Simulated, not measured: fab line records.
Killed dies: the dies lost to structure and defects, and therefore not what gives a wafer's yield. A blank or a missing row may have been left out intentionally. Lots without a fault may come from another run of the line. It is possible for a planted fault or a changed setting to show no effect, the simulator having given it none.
A single fault, viewed from 2 desks | flow rit cmos | every desk sees just its own numbers, and what lay behind them comes last

== THE TOOL OWNER'S DESK: litho track-02 ==
The tool's own readings at RIT_ACTIVE_DEVELOP_10 (develop time 50 s): means of the sampled wafers that have a number, for each lot that ran on this tool. Marked OUT: a lot whose mean sits more than 4 standard deviations from the usual mean, which makes it out of limits; the brackets give that distance.
Columns: A = chill plate temp C at RIT_ACTIVE_DEVELOP_10, usual 22.97 C; B = developer temp C at RIT_ACTIVE_DEVELOP_10, usual 22.98 C
lot  | first seen here | A     | B
L417 | day 1 19:00     | 23.02 | 23.01
L419 | day 2 05:00     | 23.01 | 22.97
L421 | day 2 15:00     | 22.88 | 25.30 (+19) OUT
L424 | day 3 06:00     | 23.06 | 25.22 (+19) OUT
L435 | day 5 14:00     | 23.03 | 23.12
L438 | day 6 07:00     | 22.92 | 22.78
This desk finds L421, L424 out of limits, L421 being first, at day 2 15:00 (developer temp C at RIT_ACTIVE_DEVELOP_10). L417, L419, L435, L438 stayed within limits.

== METROLOGY DESK ==
What the gauges read for every lot (on any tool): the sampled wafers with a number, averaged. Marked OUT: a lot whose mean sits more than 4 standard deviations from the usual mean, which makes it out of limits; the brackets give that distance.
Columns: A = cd nm at RIT_ACTIVE_CD_MEAS_11, usual 1400.9 nm
lot  | first seen here | A
L417 | day 1 19:36     | 1400.3
L418 | day 2 01:13     | 1404.7
L419 | day 2 05:39     | 1397.0
L421 | day 2 15:34     | 1407.4
L423 | day 3 01:38     | 1404.0
L424 | day 3 06:28     | 1407.8
L425 | day 3 11:43     | 1405.7
L431 | day 4 17:26     | 1399.3
L434 | day 5 09:52     | 1399.0
L435 | day 5 14:35     | 1402.2
L436 | day 5 18:48     | 1398.3
L437 | day 5 23:49     | 1398.4
L438 | day 6 07:21     | 1399.3
L439 | day 6 10:19     | 1401.2
Finding of this desk: none of the 14 lots has anything out of limits.

== ALL TOGETHER ==
On L421, L424, at day 2 15:00, an alarm was possible from the tool owner's desk.
At the metrology desk, nothing out of limits was observed.
The metrology desk holds a record of L421, L424, inside its limits.
All the named lots went through RIT_ACTIVE_DEVELOP_10 on litho track-02.

== WHAT THE SIMULATOR HAD INSERTED ==
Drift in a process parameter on litho track-02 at RIT_ACTIVE_DEVELOP_10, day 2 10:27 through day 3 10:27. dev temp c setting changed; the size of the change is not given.
Struck lots among those shown: L421, L424.
Time in hours from fault onset to the first out-of-limits reading at each desk: the tool owner's desk, 5.
